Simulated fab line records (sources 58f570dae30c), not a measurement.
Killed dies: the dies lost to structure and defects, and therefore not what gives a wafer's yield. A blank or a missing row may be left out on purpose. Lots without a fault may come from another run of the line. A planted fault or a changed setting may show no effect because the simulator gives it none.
Commonality check across tools ; flow berkeley_cmos170 ; Sampled: 14 lots, 42 wafers

## REASON FOR OPENING
UCB170_NSD_TW_MEAS_10, reading NSD_TW: flagged on 2 of 14 lots. No-fault wafers: 4196, standard deviation 44.
Rule: a lot gets a flag if all its wafers with a number sit over 4 standard deviations from that mean, or if no wafer of it has a number. As for the other lots, they are considered sound.

lot;measured;on;NSD_TW, wafer by wafer;flag
L600;day 7 02:44;film_metro-04;4127 4092 4083;
L602;day 7 12:10;film_metro-04;4093 4111 4127;
L603;day 7 12:23;film_metro-01;4223 4224 4220;
L604;day 7 12:40;film_metro-01;4194 4220 4208;
L606;day 8 05:39;film_metro-03;4192 4207 4188;
L609;day 8 20:25;film_metro-01;4252 4247 4218;
L608;day 8 20:40;film_metro-01;4244 4237 4235;
L610;day 9 07:46;film_metro-04;29 29 29;FLAGGED
L611;day 9 07:57;film_metro-03;30 30 30;FLAGGED
L614;day 10 09:45;film_metro-01;4266 4262 4242;
L617;day 10 20:57;film_metro-03;4171 4172 4212;
L618;day 10 21:00;film_metro-01;4235 4214 4260;
L619;day 11 06:40;film_metro-03;4197 4177 4176;
L620;day 11 21:16;film_metro-03;4165 4188 4197;
Average over the flagged lots: 30; offset from the usual -4166, equal to -95 standard deviations.

## WHICH TOOL RAN EACH LOT
3 process steps preceding the reading are held in the record, out of 331 steps in the route. Every cell lists first the tool, next ch and the chambers used by the sampled wafers, and last the start.
lot;flag;UCB170_PSD_STRIP_09;UCB170_NSD_IMPLANT_08;UCB170_NSD_STRIP_09
L600;;plasma_asher-01 ch 0,1, day 7 00:58;implanter-02 ch 0, day 7 02:29;plasma_asher-03 ch 0, day 7 02:38
L602;;plasma_asher-01 ch 0,1, day 7 10:00;implanter-02 ch 0, day 7 11:55;plasma_asher-02 ch 0,1, day 7 12:04
L603;;plasma_asher-04 ch 0,1, day 7 09:49;implanter-01 ch 0, day 7 12:08;plasma_asher-04 ch 0,1, day 7 12:17
L604;;plasma_asher-04 ch 0,1, day 7 10:25;implanter-02 ch 0, day 7 12:25;plasma_asher-03 ch 0,1, day 7 12:34
L606;;plasma_asher-04 ch 0,1, day 8 03:11;implanter-03 ch 0, day 8 05:24;plasma_asher-02 ch 0,1, day 8 05:33
L609;;plasma_asher-01 ch 0,1, day 8 18:39;implanter-03 ch 0, day 8 20:10;plasma_asher-02 ch 0,1, day 8 20:19
L608;;plasma_asher-04 ch 0,1, day 8 18:46;implanter-02 ch 0, day 8 20:26;plasma_asher-02 ch 0,1, day 8 20:34
L610;FLAGGED;plasma_asher-02 ch 0,1, day 9 06:05;implanter-02, day 9 07:32;plasma_asher-04 ch 0,1, day 9 07:40
L611;FLAGGED;plasma_asher-01 ch 0,1, day 9 06:13;implanter-03, day 9 07:43;plasma_asher-03 ch 0,1, day 9 07:50
L614;;plasma_asher-02 ch 0,1, day 10 05:15;implanter-02 ch 0, day 10 09:30;plasma_asher-02 ch 0,1, day 10 09:39
L617;;plasma_asher-02 ch 1, day 10 17:03;implanter-01 ch 0, day 10 20:37;plasma_asher-04 ch 0,1, day 10 20:44
L618;;plasma_asher-04 ch 0,1, day 10 17:20;implanter-03 ch 0, day 10 20:45;plasma_asher-02 ch 0,1, day 10 20:53
L619;;plasma_asher-04 ch 0,1, day 11 01:43;implanter-03 ch 0, day 11 06:25;plasma_asher-04 ch 0,1, day 11 06:34
L620;;plasma_asher-02 ch 0,1, day 11 19:28;implanter-02 ch 0, day 11 21:01;plasma_asher-04 ch 0,1, day 11 21:10
What these steps do:
- UCB170_PSD_STRIP_09: strips in O2.
- UCB170_NSD_IMPLANT_08
- UCB170_NSD_STRIP_09: strips in O2.
- UCB170_NSD_TW_MEAS_10

## FLAGGED OVER TOTAL, TOOL BY TOOL (the gauges that took the reading come last)
step;tool;lots run;flagged;share of the flagged lots;sound lots run after its first flagged lot
UCB170_PSD_STRIP_09;plasma_asher-01;4;1;some;0
UCB170_PSD_STRIP_09;plasma_asher-02;4;1;some;3 (L614,L617,L620)
UCB170_PSD_STRIP_09;plasma_asher-04;6;0;none;-
UCB170_NSD_IMPLANT_08;implanter-01;2;0;none;-
UCB170_NSD_IMPLANT_08;implanter-02;7;1;some;2 (L614,L620)
UCB170_NSD_IMPLANT_08;implanter-03;5;1;some;2 (L618,L619)
UCB170_NSD_STRIP_09;plasma_asher-02;6;0;none;-
UCB170_NSD_STRIP_09;plasma_asher-03;3;1;some;0
UCB170_NSD_STRIP_09;plasma_asher-04;5;1;some;3 (L617,L619,L620)
UCB170_NSD_TW_MEAS_10;film_metro-01;6;0;none;-
UCB170_NSD_TW_MEAS_10;film_metro-03;5;1;some;3 (L617,L619,L620)
UCB170_NSD_TW_MEAS_10;film_metro-04;3;1;some;0

## THE TABLE: WHAT IT ALLOWS
No row of the table ran every flagged lot.

## WHAT THE SIMULATOR HAD INSERTED
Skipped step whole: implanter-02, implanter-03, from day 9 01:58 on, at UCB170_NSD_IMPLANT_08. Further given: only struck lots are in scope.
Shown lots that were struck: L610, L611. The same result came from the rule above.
